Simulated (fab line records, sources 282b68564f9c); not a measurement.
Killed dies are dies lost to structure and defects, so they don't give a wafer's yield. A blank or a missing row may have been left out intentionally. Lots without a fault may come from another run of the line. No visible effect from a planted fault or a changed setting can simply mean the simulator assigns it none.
Which of the tools did it?    flow ritCmos    14 lots with 42 wafers sampled at 3 steps, on a route of 202 steps

## WHAT EACH GAUGE READ, for each wafer
RIT_PSD_TW_MEAS_10. Usual: PSD_TW typically reads 3427, with standard deviation 38.
lot   measured     on            PSD_TW          flag
L497  day 3 17:56  filmMetro-04  3394 3410 3400  
L499  day 3 23:33  filmMetro-04  3406 3402 3400  
L498  day 3 23:50  filmMetro-01  3380 3386 3395  
L500  day 4 05:25  filmMetro-04  3465 3449 3436  
L501  day 4 08:49  filmMetro-01  3350 3359 3374  
L504  day 4 23:04  filmMetro-04  3442 3443 3431  
L506  day 5 05:00  filmMetro-04  3403 3424 3413  
L509  day 5 17:20  filmMetro-04  3179 3223 3197  OFF
L510  day 5 19:45  filmMetro-04  3192 3193 3182  OFF
L511  day 6 00:47  filmMetro-03  3479 3474 3489  
L512  day 6 05:40  filmMetro-03  3504 3473 3476  
L513  day 6 10:47  filmMetro-03  3489 3494 3474  
L518  day 7 15:10  filmMetro-03  3487 3475 3464  
L520  day 8 00:19  filmMetro-04  3425 3402 3424  

RIT_SDANNEAL_RS_MEAS_04: a four-point-probe measurement. Usual: PSD_RS typically reads 115.77 ohm/sq, with standard deviation 0.25.
lot   measured     on            PSD_RS (ohm/sq)       flag
L497  day 3 18:26  filmMetro-01  115.15 115.27 115.73  
L499  day 4 00:02  filmMetro-04  115.90 115.94 115.80  
L498  day 4 00:26  filmMetro-01  115.52 115.88 115.71  
L500  day 4 06:02  filmMetro-04  115.35 115.33 115.42  
L501  day 4 09:17  filmMetro-03  115.87 115.85 115.82  
L504  day 4 23:40  filmMetro-03  115.86 115.53 115.50  
L506  day 5 05:29  filmMetro-01  115.80 116.16 115.79  
L509  day 5 17:51  filmMetro-01  123.63 123.26 123.51  OFF
L510  day 5 20:15  filmMetro-03  123.22 123.08 123.20  OFF
L511  day 6 01:17  filmMetro-03  115.54 115.88 116.07  
L512  day 6 06:11  filmMetro-04  115.50 116.32 115.89  
L513  day 6 11:19  filmMetro-01  115.75 115.88 115.52  
L518  day 7 15:40  filmMetro-04  116.18 116.05 115.91  
L520  day 8 00:49  filmMetro-04  116.09 115.93 115.82  

## EACH LOT AND THE TOOL THAT RAN IT (in order: tool; ch and the chambers of the sampled wafers; start)
lot   RIT_PSD_IMPLANT_08
L497  implanter-01 ch 0, day 3 17:38
L499  implanter-01 ch 0, day 3 23:14
L498  implanter-04 ch 0, day 3 23:31
L500  implanter-02 ch 0, day 4 05:05
L501  implanter-02 ch 0, day 4 08:29
L504  implanter-01 ch 0, day 4 22:46
L506  implanter-01 ch 0, day 5 04:41
L509  implanter-02 ch 0, day 5 17:02
L510  implanter-02 ch 0, day 5 19:26
L511  implanter-01 ch 0, day 6 00:28
L512  implanter-01 ch 0, day 6 05:21
L513  implanter-04 ch 0, day 6 10:28
L518  implanter-04 ch 0, day 7 14:53
L520  implanter-04 ch 0, day 8 00:00
- RIT_PSD_IMPLANT_08

## WHAT THE TOOLS THEMSELVES READ (means of the sampled wafers that have a number; where no wafer has one, the mark that the record gives instead)
RIT_PSD_IMPLANT_08. Usual: beamOnS 13.7 s, standard deviation 0.94; doseIonsCm2 5e+15, standard deviation 5.9e+12; faradayCurrentUA 11275, standard deviation 790.
lot   tool          beamOnS (s)  doseIonsCm2  faradayCurrentUA  flag
L497  implanter-01  12.5         5e+15        12324             
L499  implanter-01  12.5         5e+15        12270             
L498  implanter-04  14.6         5e+15        10605             
L500  implanter-02  14.3         5e+15        10770             
L501  implanter-02  14.4         5e+15        10758             
L504  implanter-01  12.5         5e+15        12258             
L506  implanter-01  12.2         5e+15        12606             
L509  implanter-02  9.9          3e+15        8772              OFF
L510  implanter-02  10.0         3e+15        8701              OFF
L511  implanter-01  12.3         5e+15        12438             
L512  implanter-01  12.2         5e+15        12588             
L513  implanter-04  14.4         5e+15        10675             
L518  implanter-04  14.6         5e+15        10512             
L520  implanter-04  14.6         5e+15        10536             

## THE ANSWER, worked out from the rows above alone
Rule: take the mean of a lot's wafers that have a number; if it is more than 3 standard deviations from the usual mean, the lot is off. Also off: a lot with no number at a reading for which 4 or more lots have one. Where the step has rows for the other lots, those lots are counted as sound. First the gauges in route order, then the tools' own readings, where a lot's mean is used as printed above. The first step at which some lot is off is used, and at that step the reading that is off furthest; a lot without a number counts as furthest.
Off: L509, L510, seen at RIT_PSD_TW_MEAS_10 (PSD_TW).
If a tool, at a process step before that reading, ran all the lots that are off and no sound lot after the first of them, it fits. The gauges at RIT_PSD_TW_MEAS_10 aren't tried: what is off there is off at RIT_SDANNEAL_RS_MEAS_04 too, on other tools, and a gauge's error can't cause that. One candidate fits, namely implanter-02 at RIT_PSD_IMPLANT_08. Its last sound lot is L501 (day 4 08:29), its first lot that is off L509 (day 5 17:02): a fault that began between those two fits.
On the lots that are off, the tool's own readings at RIT_PSD_IMPLANT_08 differ by more than 5 times the standard deviation of the sound lots' means, which bears it out; doseIonsCm2 reads 3e+15 there versus 5e+15 on the sound lots.

## WHAT THE SIMULATOR HAD INSERTED
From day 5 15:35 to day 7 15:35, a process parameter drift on implanter-02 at RIT_PSD_IMPLANT_08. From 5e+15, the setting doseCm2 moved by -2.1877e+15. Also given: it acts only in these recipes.
Shown lots that were struck: L509, L510. The same result came from the rule above.
